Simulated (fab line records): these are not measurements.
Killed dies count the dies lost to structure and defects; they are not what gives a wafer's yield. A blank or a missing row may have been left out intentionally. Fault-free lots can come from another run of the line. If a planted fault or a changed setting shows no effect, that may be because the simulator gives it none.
The tool behind it: which one? | flow rit_cmos | 16 lots with 48 wafers sampled at 2 steps, on a route of 202 steps

## WHAT THE GAUGES READ, wafer by wafer
RIT_SDANNEAL_RS_MEAS_05: uses a four-point probe to measure. Usual: NSD_RS gives 84.52 ohm/sq (standard deviation 0.25).
lot  | measured    | on            | NSD_RS (ohm/sq)      | flag
L303 | day 3 09:59 | film_metro-04 | 84.68 84.47 84.58    |
L305 | day 3 17:45 | film_metro-01 | 84.96 84.69 84.56    |
L306 | day 3 20:21 | film_metro-04 | 84.77 84.85 84.81    |
L307 | day 4 09:04 | film_metro-04 | 84.44 84.47 84.56    |
L308 | day 4 09:40 | film_metro-02 | 84.58 84.49 84.50    |
L310 | day 4 23:28 | film_metro-04 | 84.35 84.37 84.62    |
L312 | day 5 06:30 | film_metro-04 | 84.56 84.49 84.15    |
L313 | day 5 10:17 | film_metro-01 | 84.10 84.17 84.10    |
L314 | day 5 20:07 | film_metro-01 | 84.47 84.54 84.21    |
L315 | day 5 22:10 | film_metro-04 | 84.53 84.39 84.40    |
L316 | day 5 23:12 | film_metro-04 | 84.23 84.52 84.46    |
L317 | day 6 12:22 | film_metro-02 | 84.71 84.63 84.67    |
L319 | day 7 03:16 | film_metro-01 | 127.11 127.27 126.76 | OFF
L320 | day 7 08:13 | film_metro-02 | 126.74 126.49 126.56 | OFF
L321 | day 7 13:40 | film_metro-04 | 126.64 126.89 127.02 | OFF
L322 | day 7 20:42 | film_metro-04 | 126.52 126.95 127.03 | OFF

## WHAT TOOL EACH LOT RAN ON (gives the tool, then ch and the chambers of the sampled wafers, and finally the start)
lot  | RIT_NSD_IMPLANT_08
L303 | implanter-02 ch 0, day 3 07:29
L305 | implanter-01 ch 0, day 3 15:24
L306 | implanter-01 ch 0, day 3 17:49
L307 | implanter-01 ch 0, day 4 06:18
L308 | implanter-04 ch 0, day 4 06:53
L310 | implanter-02 ch 0, day 4 20:53
L312 | implanter-04 ch 0, day 5 04:00
L313 | implanter-04 ch 0, day 5 07:56
L314 | implanter-04 ch 0, day 5 17:46
L315 | implanter-02 ch 0, day 5 19:49
L316 | implanter-01 ch 0, day 5 20:50
L317 | implanter-01 ch 0, day 6 09:32
L319 | implanter-01 ch 0, day 7 00:56
L320 | implanter-04 ch 0, day 7 05:44
L321 | implanter-04 ch 0, day 7 10:33
L322 | implanter-01 ch 0, day 7 18:13
- RIT_NSD_IMPLANT_08

## AS READ BY THE TOOLS THEMSELVES (means over the sampled wafers that have a number; for cases with no such wafer, the mark the record gives instead)
RIT_NSD_IMPLANT_08. Usual: beam_energy_keV 25.000, standard deviation 0.0074.
lot  | tool         | beam_energy_keV | flag
L303 | implanter-02 | 24.998          |
L305 | implanter-01 | 25.004          |
L306 | implanter-01 | 25.013          |
L307 | implanter-01 | 25.006          |
L308 | implanter-04 | 25.009          |
L310 | implanter-02 | 25.006          |
L312 | implanter-04 | 24.998          |
L313 | implanter-04 | 24.995          |
L314 | implanter-04 | 25.005          |
L315 | implanter-02 | 24.992          |
L316 | implanter-01 | 25.001          |
L317 | implanter-01 | 24.993          |
L319 | implanter-01 | 25.004          |
L320 | implanter-04 | 24.995          |
L321 | implanter-04 | 24.998          |
L322 | implanter-01 | 24.993          |

## THE ANSWER, worked out from the rows above alone
Rule: a lot counts as off when the mean over its wafers that have a number is more than 3 standard deviations away from the usual mean. Also off: a lot with no number at a reading for which 4 or more lots have one. Where the step has rows for the other lots, those lots are counted as sound. The gauges are gone through in route order, then the tools' own readings, and for those a lot's mean is taken as printed above. The first step at which some lot is off is used, and at that step the reading that is off furthest; a lot without a number counts as furthest.
Off: at RIT_SDANNEAL_RS_MEAS_05 (NSD_RS), L319, L320, L321, L322.
A tool fits if, at a process step before that reading, it ran every lot that is off, and no sound lot after the first of them. Gauges at RIT_SDANNEAL_RS_MEAS_05: tried the same way as those tools. None of those tried fits.

## WHAT THE SIMULATOR HAD PUT IN
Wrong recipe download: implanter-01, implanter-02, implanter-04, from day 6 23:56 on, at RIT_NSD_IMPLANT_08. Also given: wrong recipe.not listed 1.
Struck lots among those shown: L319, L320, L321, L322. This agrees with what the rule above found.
